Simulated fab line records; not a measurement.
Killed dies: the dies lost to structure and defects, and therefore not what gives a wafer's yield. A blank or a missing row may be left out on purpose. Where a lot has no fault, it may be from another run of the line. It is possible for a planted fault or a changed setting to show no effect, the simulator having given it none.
fab line records	flow ritCmos
[record] lots = 14	wafers = 42	lastDay = 7
route steps=202 shown ACTIVE@2 NWELL@38 FOX2@80 REOX@102 M1@202
lots that met no fault: taken from a fault-free run of the same line
startH: hours from the record's first day to the start of the lot's first wafer shown	waitH: hours elapsed since this lot's preceding step	" identical to the entry in the row above	L1.1+2: a single row standing in for several wafers	- no value, or no start was given	* or withheld: withheld	< > ~ a bound
route shown NAME@n: a module of which the file shows steps, and the number in the route of the first	usual: mean/standard deviation taken from wafers without a fault	same: alike in all rows	chamber/n: place in a boat	sites: the reading at each site	_std_site: the values' standard deviation	_edge_site: the outer-site mean with the inner-site mean subtracted	radiusMm: how far each site lies from the wafer's centre	mask NAME#n: copy n	behind: the most recent tool/chamber to have shaped the wafer	hold: why the lot went on hold/how many hours it stayed there/how the hold came to an end	device: names the non-switching transistor (n, p or np)	end of line: the same wafers' tests at the end of the route	where a step has no rows: the recipe by itself	killed: count of dies lost to structure and defects at first sort (not the wafer's yield)	map: dies across one wafer; x = killed, . = not, _ = none there
set.NAME: the setting that was run; set.NAME@STEP: the one run at that earlier step	model.NAME: the simulator's own value behind a step, which no gauge read
the route's steps for a sample of lots (tables are steps, rows are wafers)
services: from which hour (startH, from the record's first day; less than 0 if before it) a tool's chamber was out of use, for how many hours, and why
[[steps]]
[step RIT_ACTIVE_OXIDATION_01]
[recipe] tempC = 1000	ambient = O2	targetThkA = 468	oxTimeS = 3360
[usual] oxTempC = 1000.0/0.5	oxTempCMax = 1007.5/2.3
lot.wafer	tool	chamber	startH	waitH	oxTempC	oxTempCMax
L450.3	furnace-04	0	20.12	0.1	1000.3	1008.3
L450.5	"	0	"	"	999.5	1006.1
L450.6	"	0	"	"	999.9	1007.4
L451.2	furnace-04	0	25.12	0.1	999.9	1006.5
L451.4	"	0	"	"	999.2	1008.6
L451.5	"	0	"	"	1000.0	1008.7
L453.1	furnace-01	0	36.19	1.2	999.7	1008.5
L453.2	"	0	"	"	999.6	1007.6
L453.4	"	0	"	"	1000.5	1009.4
L454.3	furnace-01	0	40.25	0.2	999.8	1008.0
L454.5	"	0	"	"	1000.0	1009.7
L454.6	"	0	"	"	1000.4	1008.2
L455.3	furnace-04	0	46.64	1.6	999.8	1008.0
L455.5	"	0	"	"	1000.6	1007.2
L455.6	"	0	"	"	1000.0	1006.0
L456.2	furnace-03	0	52.85	2.8	999.1	1004.0
L456.4	"	0	"	"	999.9	1004.7
L456.6	"	0	"	"	999.2	1003.1
L458.2	furnace-01	0	61.41	1.4	1000.1	1008.9
L458.3	"	0	"	"	999.8	1013.5
L458.4	"	0	"	"	999.4	1007.7
L460.3	furnace-03	0	73.38	3.3	1000.3	1005.1
L460.4	"	0	"	"	1000.3	1004.7
L460.5	"	0	"	"	1000.6	1004.2
L464.3	furnace-04	0	91.48	1.4	1000.7	1007.3
L464.5	"	0	"	"	1000.4	1008.6
L464.6	"	0	"	"	1000.3	1007.7
L465.2	furnace-04	0	95.90	0.9	1000.0	1005.7
L465.5	"	0	"	"	1000.0	1011.3
L465.6	"	0	"	"	999.4	1007.4
L467.1	furnace-01	0	105.96	0.9	1000.7	1010.6
L467.2	"	0	"	"	1000.4	1009.9
L467.6	"	0	"	"	999.9	1010.9
L468.2	furnace-01	0	110.95	0.9	1000.2	1008.8
L468.4	"	0	"	"	1000.0	1008.8
L468.5	"	0	"	"	1001.0	1013.6
L469.2	furnace-01	0	115.68	0.6	1000.4	1009.8
L469.5	"	0	"	"	1000.2	1009.6
L469.6	"	0	"	"	999.8	1008.6
L471.2	furnace-03	0	125.69	0.6	999.8	1003.5
L471.5	"	0	"	"	999.9	1003.8
L471.6	"	0	"	"	999.8	1004.2
[step RIT_ACTIVE_THK_MEAS_02]
[recipe] reads = SiO2_of_ACTIVE_OXIDATION_01
[usual] ACTIVE_OXIDE_THK = 46.6/0.76
lot.wafer	tool	chamber	startH	waitH	ACTIVE_OXIDE_THK[nm]
L450.3	filmMetro-02	-	22.07	0.0	46.5
L450.5	"	-	"	"	45.7
L450.6	"	-	"	"	45.1
L451.2	filmMetro-01	-	27.06	0.0	47.2
L451.4	"	-	"	"	46.3
L451.5	"	-	"	"	46.8
L453.1	filmMetro-01	-	38.12	0.0	46.6
L453.2	"	-	"	"	47.5
L453.4	"	-	"	"	47.1
L454.3	filmMetro-03	-	42.20	0.0	46.2
L454.5	"	-	"	"	47.3
L454.6	"	-	"	"	46.7
L455.3	filmMetro-03	-	48.59	0.0	46.7
L455.5	"	-	"	"	47.7
L455.6	"	-	"	"	47.4
L456.2	filmMetro-02	-	54.79	0.0	47.8
L456.4	"	-	"	"	47.7
L456.6	"	-	"	"	47.3
L458.2	filmMetro-02	-	63.35	0.0	47.3
L458.3	"	-	"	"	47.0
L458.4	"	-	"	"	47.9
L460.3	filmMetro-03	-	75.33	0.0	47.2
L460.4	"	-	"	"	47.4
L460.5	"	-	"	"	47.1
L464.3	filmMetro-03	-	93.43	0.0	52.2
L464.5	"	-	"	"	52.7
L464.6	"	-	"	"	52.6
L465.2	filmMetro-03	-	97.85	0.0	52.2
L465.5	"	-	"	"	51.1
L465.6	"	-	"	"	52.9
L467.1	filmMetro-01	-	107.89	0.0	45.4
L467.2	"	-	"	"	45.7
L467.6	"	-	"	"	46.2
L468.2	filmMetro-03	-	112.89	0.0	46.6
L468.4	"	-	"	"	46.4
L468.5	"	-	"	"	45.7
L469.2	filmMetro-01	-	117.62	0.0	46.6
L469.5	"	-	"	"	46.3
L469.6	"	-	"	"	47.2
L471.2	filmMetro-01	-	127.63	0.0	47.2
L471.5	"	-	"	"	46.0
L471.6	"	-	"	"	46.9
[step RIT_NWELL_TW_MEAS_10]
[usual] NWELL_TW = 2122/16
lot.wafer	tool	chamber	startH	waitH	NWELL_TW
L450.3	filmMetro-02	-	32.59	0.1	2113
L450.5	"	-	"	"	2120
L450.6	"	-	"	"	2130
L451.2	filmMetro-04	-	37.58	0.1	2119
L451.4	"	-	"	"	2122
L451.5	"	-	"	"	2103
L453.1	filmMetro-01	-	48.47	0.5	2138
L453.2	"	-	"	"	2134
L453.4	"	-	"	"	2131
L454.3	filmMetro-04	-	53.23	0.1	2109
L454.5	"	-	"	"	2100
L454.6	"	-	"	"	2109
L455.3	filmMetro-04	-	62.68	0.1	2105
L455.5	"	-	"	"	2105
L455.6	"	-	"	"	2112
L456.2	filmMetro-02	-	65.89	0.1	2113
L456.4	"	-	"	"	2108
L456.6	"	-	"	"	2121
L458.2	filmMetro-04	-	74.62	0.1	2111
L458.3	"	-	"	"	2108
L458.4	"	-	"	"	2121
L460.3	filmMetro-01	-	84.19	0.1	2146
L460.4	"	-	"	"	2154
L460.5	"	-	"	"	2139
L464.3	filmMetro-01	-	103.67	0.1	2131
L464.5	"	-	"	"	2133
L464.6	"	-	"	"	2146
L465.2	filmMetro-04	-	107.36	0.1	2087
L465.5	"	-	"	"	2101
L465.6	"	-	"	"	2098
L467.1	filmMetro-04	-	117.64	0.1	2098
L467.2	"	-	"	"	2102
L467.6	"	-	"	"	2107
L468.2	filmMetro-02	-	121.70	0.1	2139
L468.4	"	-	"	"	2137
L468.5	"	-	"	"	2144
L469.2	filmMetro-02	-	127.99	0.1	2134
L469.5	"	-	"	"	2132
L469.6	"	-	"	"	2126
L471.2	filmMetro-02	-	137.21	0.1	2149
L471.5	"	-	"	"	2138
L471.6	"	-	"	"	2138
[step RIT_FOX2_THK_MEAS_91]
[recipe] reads = SiO2_of_FOX2_OXIDATION_00
[usual] FIELD_OXIDE_LEFT_2_THK = 256/6.5
lot.wafer	tool	chamber	startH	waitH	FIELD_OXIDE_LEFT_2_THK[nm]
L450.3	filmMetro-04	-	44.75	0.0	260
L450.5	"	-	"	"	260
L450.6	"	-	"	"	261
L451.2	filmMetro-01	-	49.04	0.0	249
L451.4	"	-	"	"	256
L451.5	"	-	"	"	254
L453.1	filmMetro-04	-	59.56	0.0	258
L453.2	"	-	"	"	260
L453.4	"	-	"	"	255
L454.3	filmMetro-03	-	65.36	0.0	259
L454.5	"	-	"	"	252
L454.6	"	-	"	"	258
L455.3	filmMetro-01	-	73.38	0.0	254
L455.5	"	-	"	"	253
L455.6	"	-	"	"	252
L456.2	filmMetro-01	-	77.22	0.0	260
L456.4	"	-	"	"	258
L456.6	"	-	"	"	253
L458.2	filmMetro-04	-	86.69	0.0	260
L458.3	"	-	"	"	252
L458.4	"	-	"	"	254
L460.3	filmMetro-03	-	95.94	0.0	262
L460.4	"	-	"	"	259
L460.5	"	-	"	"	259
L464.3	filmMetro-01	-	114.97	0.0	269
L464.5	"	-	"	"	271
L464.6	"	-	"	"	271
L465.2	filmMetro-03	-	118.41	0.0	255
L465.5	"	-	"	"	255
L465.6	"	-	"	"	254
L467.1	filmMetro-04	-	128.66	0.0	256
L467.2	"	-	"	"	254
L467.6	"	-	"	"	243
L468.2	filmMetro-01	-	132.75	0.0	254
L468.4	"	-	"	"	255
L468.5	"	-	"	"	256
L469.2	filmMetro-03	-	138.61	0.0	267
L469.5	"	-	"	"	268
L469.6	"	-	"	"	262
L471.2	filmMetro-04	-	149.02	0.0	244
L471.5	"	-	"	"	244
L471.6	"	-	"	"	245
[step RIT_REOX_THK_MEAS_04]
[recipe] reads = SiO2_of_REOX_OXIDATION_03
[usual] REOX_OXIDE_THK = 25.3/0.52
lot.wafer	tool	chamber	startH	waitH	REOX_OXIDE_THK[nm]
L450.3	filmMetro-01	-	55.94	0.0	24.7
L450.5	"	-	"	"	24.6
L450.6	"	-	"	"	24.8
L451.2	filmMetro-02	-	62.16	0.0	26.2
L451.4	"	-	"	"	25.5
L451.5	"	-	"	"	25.7
L453.1	filmMetro-04	-	70.62	0.0	25.4
L453.2	"	-	"	"	25.4
L453.4	"	-	"	"	25.5
L454.3	filmMetro-04	-	77.88	0.0	25.4
L454.5	"	-	"	"	25.7
L454.6	"	-	"	"	24.9
L455.3	filmMetro-04	-	84.62	0.0	25.4
L455.5	"	-	"	"	24.8
L455.6	"	-	"	"	25.1
L456.2	filmMetro-02	-	86.94	0.0	25.9
L456.4	"	-	"	"	25.5
L456.6	"	-	"	"	25.4
L458.2	filmMetro-02	-	97.21	0.0	25.7
L458.3	"	-	"	"	25.3
L458.4	"	-	"	"	25.8
L460.3	filmMetro-01	-	106.07	0.0	24.9
L460.4	"	-	"	"	25.4
L460.5	"	-	"	"	25.5
L464.3	filmMetro-01	-	124.26	0.0	25.6
L464.5	"	-	"	"	25.5
L464.6	"	-	"	"	25.4
L465.2	filmMetro-01	-	128.12	0.0	25.4
L465.5	"	-	"	"	25.4
L465.6	"	-	"	"	25.2
L467.1	filmMetro-04	-	137.47	0.0	24.2
L467.2	"	-	"	"	24.1
L467.6	"	-	"	"	24.2
L468.2	filmMetro-04	-	141.20	0.0	25.5
L468.4	"	-	"	"	25.7
L468.5	"	-	"	"	25.4
L469.2	filmMetro-02	-	149.69	0.0	26.0
L469.5	"	-	"	"	26.2
L469.6	"	-	"	"	26.4
L471.2	filmMetro-04	-	160.76	0.0	24.9
L471.5	"	-	"	"	25.0
L471.6	"	-	"	"	24.9
[step RIT_M1_PROBE_99]
[usual] killedAtContacts = 0.0/0.22	killedAtFrontEnd = 6.6/3	killedDies = 6.6/3	killedOpen = 3.4/2	killedShort = 3.2/2
[same] grossDies = 264	killed_at_M0_to_M3 = 0	killed_at_M4_up = 0	killedAtBackSide = 0	killedAtOther = 0
lot.wafer	tool	chamber	startH	waitH	killedAtContacts	killedAtFrontEnd	killedDies	killedOpen	killedShort
L450.3	prober-01	-	72.52	0.2	0	9	9	5	4
L450.5	prober-01	-	72.62	0.2	0	8	8	5	3
L450.6	prober-01	-	72.67	0.2	0	5	5	1	4
L451.2	prober-02	-	78.75	0.1	0	13	13	7	6
L451.4	prober-02	-	78.85	0.2	0	7	7	4	3
L451.5	prober-02	-	78.90	0.2	0	4	4	4	0
L453.1	prober-02	-	88.04	0.1	0	10	10	3	7
L453.2	prober-02	-	88.09	0.1	0	5	5	2	3
L453.4	prober-02	-	88.19	0.2	0	12	12	8	4
L454.3	prober-01	-	94.47	0.2	0	5	5	2	3
L454.5	prober-01	-	94.57	0.2	0	4	4	3	1
L454.6	prober-01	-	94.62	0.2	0	12	12	7	5
L455.3	prober-02	-	101.40	0.2	0	6	6	5	1
L455.5	prober-02	-	101.50	0.2	0	4	4	0	4
L455.6	prober-02	-	101.55	0.2	0	8	8	4	4
L456.2	prober-01	-	105.42	0.1	0	6	6	4	2
L456.4	prober-01	-	105.52	0.2	0	6	6	1	5
L456.6	prober-01	-	105.62	0.2	0	4	4	1	3
L458.2	prober-01	-	114.86	0.1	0	9	9	4	5
L458.3	prober-01	-	114.91	0.2	0	2	2	2	0
L458.4	prober-01	-	114.96	0.2	0	8	8	6	2
L460.3	prober-01	-	122.85	0.2	0	1	1	0	1
L460.4	prober-01	-	122.90	0.2	0	7	7	3	4
L460.5	prober-01	-	122.95	0.2	0	5	5	3	2
L464.3	prober-02	-	142.12	0.2	0	8	8	4	4
L464.5	prober-02	-	142.22	0.2	0	6	6	3	3
L464.6	prober-02	-	142.27	0.2	0	5	5	0	5
L465.2	prober-01	-	144.62	0.1	0	8	8	4	4
L465.5	prober-01	-	144.77	0.2	0	4	4	1	3
L465.6	prober-01	-	144.82	0.2	0	9	9	3	6
L467.1	prober-01	-	154.95	0.1	0	8	8	3	5
L467.2	prober-01	-	155.00	0.1	1	4	5	1	4
L467.6	prober-01	-	155.20	0.2	1	3	4	2	2
L468.2	prober-02	-	158.69	0.1	0	12	12	6	6
L468.4	prober-02	-	158.79	0.2	0	2	2	1	1
L468.5	prober-02	-	158.84	0.2	1	8	9	9	0
L469.2	prober-01	-	165.85	0.1	0	4	4	2	2
L469.5	prober-01	-	166.00	0.2	0	4	4	2	2
L469.6	prober-01	-	166.05	0.2	0	4	4	1	3
L471.2	prober-01	-	177.33	0.1	0	7	7	4	3
L471.5	prober-01	-	177.48	0.2	0	9	9	7	2
L471.6	prober-01	-	177.53	0.2	0	6	6	4	2
// killed by level:class
L450.3 GATE:geometricParticle:short=3 GATE:geometricParticle:open=3 REOX:geometricParticle:open=1 SPACER:geometricParticle:open=1 SILICIDE:geometricParticle:short=1
L450.5 GATE:geometricParticle:open=3 GATE:geometricParticle:short=1 REOX:geometricParticle:open=1 SPACER:geometricParticle:short=1 SPACER:geometricParticle:open=1 SILICIDE:geometricParticle:short=1
L450.6 REOX:geometricParticle:short=2 GATE:geometricParticle:short=1 GATE:geometricParticle:open=1 SPACER:geometricParticle:short=1
L451.2 FOX1:geometricParticle:short=3 GATE:geometricParticle:open=3 FOX1:geometricParticle:open=1 FOX2:geometricParticle:open=1 FOX2:geometricParticle:short=1 REOX:geometricParticle:short=1 REOX:geometricParticle:open=1 SPACER:geometricParticle:open=1
L451.4 REOX:geometricParticle:open=2 FOX1:geometricParticle:open=1 GATE:geometricParticle:short=1 GATE:geometricParticle:open=1 REOX:geometricParticle:short=1 SPACER:geometricParticle:short=1
L451.5 GATE:geometricParticle:open=3 FOX1:geometricParticle:open=1
L453.1 GATE:geometricParticle:short=4 GATE:geometricParticle:open=2 FOX1:geometricParticle:open=1 FOX2:geometricParticle:short=1 SPACER:geometricParticle:short=1 SILICIDE:geometricParticle:short=1
L453.2 GATE:geometricParticle:short=2 FOX1:geometricParticle:short=1 GATE:geometricParticle:open=1 SILICIDE:geometricParticle:open=1
L453.4 REOX:geometricParticle:open=3 FOX1:geometricParticle:open=2 FOX1:geometricParticle:short=2 GATE:geometricParticle:short=1 GATE:geometricParticle:open=1 SPACER:geometricParticle:open=1 SPACER:geometricParticle:short=1 SILICIDE:geometricParticle:open=1
L454.3 GATE:geometricParticle:short=3 FOX1:geometricParticle:open=1 FOX2:geometricParticle:open=1
L454.5 FOX2:geometricParticle:open=1 GATE:geometricParticle:open=1 SPACER:geometricParticle:open=1 SILICIDE:geometricParticle:short=1
L454.6 FOX1:geometricParticle:open=3 GATE:geometricParticle:open=3 FOX1:geometricParticle:short=1 FOX2:geometricParticle:short=1 FOX2:geometricParticle:open=1 REOX:geometricParticle:short=1 SPACER:geometricParticle:short=1 SILICIDE:geometricParticle:short=1
L455.3 GATE:geometricParticle:open=3 GATE:geometricParticle:short=1 REOX:geometricParticle:open=1 SILICIDE:geometricParticle:open=1
L455.5 FOX1:geometricParticle:short=1 FOX2:geometricParticle:short=1 GATE:geometricParticle:short=1 SPACER:geometricParticle:short=1
L455.6 GATE:geometricParticle:open=3 FOX1:geometricParticle:short=2 GATE:geometricParticle:short=2 FOX1:geometricParticle:open=1
L456.2 GATE:geometricParticle:open=3 REOX:geometricParticle:short=1 SPACER:geometricParticle:short=1 SILICIDE:geometricParticle:open=1
L456.4 GATE:geometricParticle:short=4 FOX2:geometricParticle:open=1 REOX:geometricParticle:short=1
L456.6 SILICIDE:geometricParticle:short=2 FOX1:geometricParticle:open=1 GATE:geometricParticle:short=1
L458.2 GATE:geometricParticle:open=3 FOX1:geometricParticle:short=1 FOX2:geometricParticle:short=1 GATE:geometricParticle:short=1 SPACER:geometricParticle:short=1 SILICIDE:geometricParticle:short=1 SILICIDE:geometricParticle:open=1
L458.3 GATE:geometricParticle:open=1 REOX:geometricParticle:open=1
L458.4 GATE:geometricParticle:open=3 FOX1:geometricParticle:open=1 FOX2:geometricParticle:open=1 GATE:geometricParticle:short=1 REOX:geometricParticle:short=1 SPACER:geometricParticle:open=1
L460.3 GATE:geometricParticle:short=1
L460.4 GATE:geometricParticle:open=3 GATE:geometricParticle:short=2 FOX1:geometricParticle:short=1 REOX:geometricParticle:short=1
L460.5 GATE:geometricParticle:open=2 GATE:geometricParticle:short=1 REOX:geometricParticle:short=1 SPACER:geometricParticle:open=1
L464.3 FOX2:geometricParticle:short=2 FOX1:geometricParticle:short=1 FOX2:geometricParticle:open=1 GATE:geometricParticle:open=1 REOX:geometricParticle:short=1 SPACER:geometricParticle:open=1 SILICIDE:geometricParticle:open=1
L464.5 GATE:geometricParticle:open=2 GATE:geometricParticle:short=2 FOX2:geometricParticle:short=1 REOX:geometricParticle:open=1
L464.6 GATE:geometricParticle:short=3 FOX2:geometricParticle:short=1 REOX:geometricParticle:short=1
L465.2 GATE:geometricParticle:short=4 GATE:geometricParticle:open=2 FOX2:geometricParticle:open=1 SILICIDE:geometricParticle:open=1
L465.5 REOX:geometricParticle:short=2 FOX1:geometricParticle:short=1 REOX:geometricParticle:open=1
L465.6 FOX1:geometricParticle:short=3 GATE:geometricParticle:open=2 FOX2:geometricParticle:open=1 GATE:geometricParticle:short=1 REOX:geometricParticle:short=1 SILICIDE:geometricParticle:short=1
L467.1 GATE:geometricParticle:short=3 FOX1:geometricParticle:open=2 FOX1:geometricParticle:short=1 FOX2:geometricParticle:short=1 GATE:geometricParticle:open=1
L467.2 SPACER:geometricParticle:short=2 REOX:geometricParticle:open=1 SILICIDE:geometricParticle:short=1 CONTACT:geometricParticle:short=1
L467.6 GATE:geometricParticle:open=2 GATE:geometricParticle:short=1 CONTACT:geometricParticle:short=1
L468.2 FOX1:geometricParticle:open=2 FOX2:geometricParticle:short=2 GATE:geometricParticle:open=1 GATE:geometricParticle:short=1 REOX:geometricParticle:open=1 REOX:geometricParticle:short=1 SPACER:geometricParticle:open=1 SPACER:geometricParticle:short=1
L468.4 FOX1:geometricParticle:open=1 REOX:geometricParticle:short=1
L468.5 GATE:geometricParticle:open=6 FOX1:geometricParticle:open=1 REOX:geometricParticle:open=1 CONTACT:geometricParticle:open=1
L469.2 FOX2:geometricParticle:short=1 GATE:geometricParticle:open=1 SILICIDE:geometricParticle:short=1 SILICIDE:geometricParticle:open=1
L469.5 FOX1:geometricParticle:open=1 FOX2:geometricParticle:short=1 GATE:geometricParticle:open=1 SPACER:geometricParticle:short=1
L469.6 GATE:geometricParticle:short=2 FOX2:geometricParticle:short=1 FOX2:geometricParticle:open=1
L471.2 FOX2:geometricParticle:short=2 GATE:geometricParticle:open=2 SILICIDE:geometricParticle:open=2 SILICIDE:geometricParticle:short=1
L471.5 SILICIDE:geometricParticle:open=3 GATE:geometricParticle:open=2 ACTIVE:geometricParticle:open=1 FOX1:geometricParticle:open=1 FOX2:geometricParticle:short=1 SILICIDE:geometricParticle:short=1
L471.6 SPACER:geometricParticle:short=2 SPACER:geometricParticle:open=2 SILICIDE:geometricParticle:open=2
[[services]]
tool	chamber	startH	hours	kind
furnace-01	-	25.08	3.3	pm
furnace-04	-	40.93	3.0	pm
furnace-01	-	56.75	3.3	pm
[[key]]
[firstSign] step = RIT_ACTIVE_THK_MEAS_02	reading = ACTIVE_OXIDE_THK	direction = up	sigmas = 7.5	usual = 46.6	struck = 52.3
effect none on later readings
metAt RIT_ACTIVE_OXIDATION_01
struckLots L464,L465
testerLeftOut L464,L465
notActingAt RIT_NWELL_TW_MEAS_10,RIT_FOX2_THK_MEAS_91,RIT_REOX_THK_MEAS_04
onsetBetween 46.64 91.48
[fault] kind = processParameterDrift	tool = furnace-04	chamber = -	onsetH = 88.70	steps = RIT_ACTIVE_OXIDATION_01	channel = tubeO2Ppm	offset = 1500	shape = step	endH = 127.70
// testerLeftOut: of these lots the tester's yield and bins aren't shown, on N5 and GAA mostly nor the transistor test; their killed dies are dies lost to structure and defects alone, not to doping, threshold or leakage, so they don't give the yield
